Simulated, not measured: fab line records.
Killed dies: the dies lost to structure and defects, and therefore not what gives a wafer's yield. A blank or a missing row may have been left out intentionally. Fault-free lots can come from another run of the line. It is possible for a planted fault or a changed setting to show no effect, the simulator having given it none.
Struck lot and sound lot, side by side | flow berkeley cmos170 | 21 out of 331 route steps
Sound: wafers L758.4, L758.5, L758.6. Wafers struck: L773.2, L773.3, L773.5. At the end, the cause is stated.
For every step that has rows: the tool of each side, followed by ch and its chambers, followed by its first start. Under that, the readings that differ: sound wafers | struck wafers | difference of the means | sigmas: that difference in standard deviations of wafers without a fault.
alike: same words and numbers on both sides, and readings whose means sit less than 2 such deviations apart. not compared: any withheld reading, any reading some wafer has no value for, any bound like >300 that may hide the same value, and any number with overlapping values for which the record gives no deviation.
The two part at a step that has a row with sigmas, a row that says differs or no value, or rows on one side only. Numbers that have no deviation but don't overlap get no sigmas and don't part them. A reading missing from all wafers of one side parts the sides only when that side holds two or more wafers.

UCB170_CONTACT_OVL_MEAS_16:
  sound on overlay-02, day 8 22:13; struck on overlay-01, day 12 02:44
  alike: CONTACT_OVL
UCB170_CONTACT_ETCH_17: etches BARC in N2/H2.
  sound on rie diel-04 ch 0,2,3, day 8 22:14; struck on rie diel-04 ch 1,2,3, day 12 02:46
  alike: drypump motor current A, oes product au, throttle valve pct
UCB170_CONTACT_ETCH_18: etches PSG in CHF3/CF4/Ar, stops on TiSi2, target depth 840 nm, time 195 s.
  sound: rie diel-04 ch 0,2,3; struck: rie diel-04 ch 1,2,3
  alike: drypump motor current A, oes product au, throttle valve pct
  not compared: rf hours counter h
UCB170_CONTACT_STRIP_19: strips in O2.
  sound on plasma asher-02 ch 0,1, day 8 22:26; struck on plasma asher-03 ch 0,1, day 12 02:55
  alike: drypump motor current A, oes product au
  not compared: rf hours counter h
UCB170_CONTACT_CD_MEAS_90: target cd 700 nm.
  sound on cd sem-01, day 8 22:34; struck on cd sem-02, day 12 03:02
  reading    | sound             | struck            | difference | sigmas
  cd nm (nm) | 697.5 696.4 695.1 | 701.2 702.0 702.0 | +5.4       | +3
then, 1 step without rows for these wafers: UCB170_CONTACT_CLEAN_20 (cleans in SPM, time 600 s).
UCB170_M1_SPUTTER_00: material Al, target thk 600 nm, time 80 s.
  sound on pvd sputter-02, day 8 22:49; struck on pvd sputter-02, day 12 03:29
  alike: throttle valve pct
UCB170_M1_RS_MEAS_01: the measuring method here is four-point-probe.
  sound on film metro-04, day 8 22:56; struck on film metro-02, day 12 03:34
  alike: M1_AL_RS
UCB170_M1_THK_MEAS_02: measures by xrf.
  sound on film metro-04, day 8 23:01; struck on film metro-02, day 12 03:40
  alike: M1_AL_THK
then, 3 steps without rows for these wafers: UCB170_M1_COAT_03; UCB170_M1_COAT_04 (resist thk 900 nm); UCB170_M1_SOFTBAKE_05 (time 60 s).
UCB170_M1_EXPOSE_06: exposes mask METAL1, target cd 700 nm.
  sound on krf scanner-01 ch 0, day 9 00:11; struck on krf scanner-01 ch 0, day 12 04:19
  reading              | sound                | struck               | difference | sigmas
  exposure dose mJ cm2 | 20.980 20.980 21.016 | 17.086 17.109 17.117 | -3.888     | -99 or more
  alike: mask
then, 2 steps without rows for these wafers: UCB170_M1_PEB_07; UCB170_M1_DEVELOP_08 (develop time 45 s).
UCB170_M1_CD_MEAS_09: target cd 700 nm.
  sound on cd sem-02, day 9 00:37; struck on cd sem-02, day 12 04:42
  reading    | sound             | struck            | difference | sigmas
  cd nm (nm) | 703.5 704.1 702.5 | 736.7 738.3 736.1 | +33.7      | +22
UCB170_M1_OVL_MEAS_10:
  sound on overlay-01, day 9 00:41; struck on overlay-02, day 12 04:49
  alike: M1_OVL
UCB170_M1_ETCH_11: etches BARC in N2/H2.
  sound on rie diel-03 ch 1,2,3, day 9 00:43; struck on rie diel-04 ch 0,3, day 12 04:50
  reading             | sound           | struck            | difference | sigmas
  model.M1.cd nm (nm) | 703.4 705 702.2 | 736.8 737.8 736.2 | +33.4      |
  alike: drypump motor current A, oes product au, throttle valve pct
UCB170_M1_METAL_ETCH_12: etches Al in Cl2/BCl3, stops on PSG, target depth 780 nm, time 130 s.
  sound on rie metal-02 ch 0,1, day 9 00:47; struck on rie metal-02 ch 1, day 12 04:56
  reading             | sound             | struck            | difference | sigmas
  model.M1.cd nm (nm) | 703.7 706.2 705.6 | 736.1 736.9 735.4 | +31.0      |
  alike: drypump motor current A, oes product au, throttle valve pct
  not compared: rf hours counter h
UCB170_M1_STRIP_13: strips in O2.
  sound on plasma asher-03 ch 0,1, day 9 00:55; struck on plasma asher-01 ch 0,1, day 12 05:09
  alike: drypump motor current A, oes product au
  not compared: rf hours counter h
UCB170_M3_PROBE_99:
  sound on prober-02, day 9 19:13; struck on prober-02, day 12 22:37
  reading                      | sound           | struck            | difference | sigmas
  model.etest.m1.width nm (nm) | 697.7 705 708.3 | 735.4 736.1 732.9 | +31.1      |

== WHERE THEY PART ==
First at UCB170_CONTACT_CD_MEAS_90; last, within this record, at UCB170_M1_CD_MEAS_09. Later steps at which nothing parts them and some readings are alike: UCB170_M1_OVL_MEAS_10, UCB170_M1_ETCH_11, UCB170_M1_METAL_ETCH_12, UCB170_M1_STRIP_13.

WHY: what had been put in by the simulator
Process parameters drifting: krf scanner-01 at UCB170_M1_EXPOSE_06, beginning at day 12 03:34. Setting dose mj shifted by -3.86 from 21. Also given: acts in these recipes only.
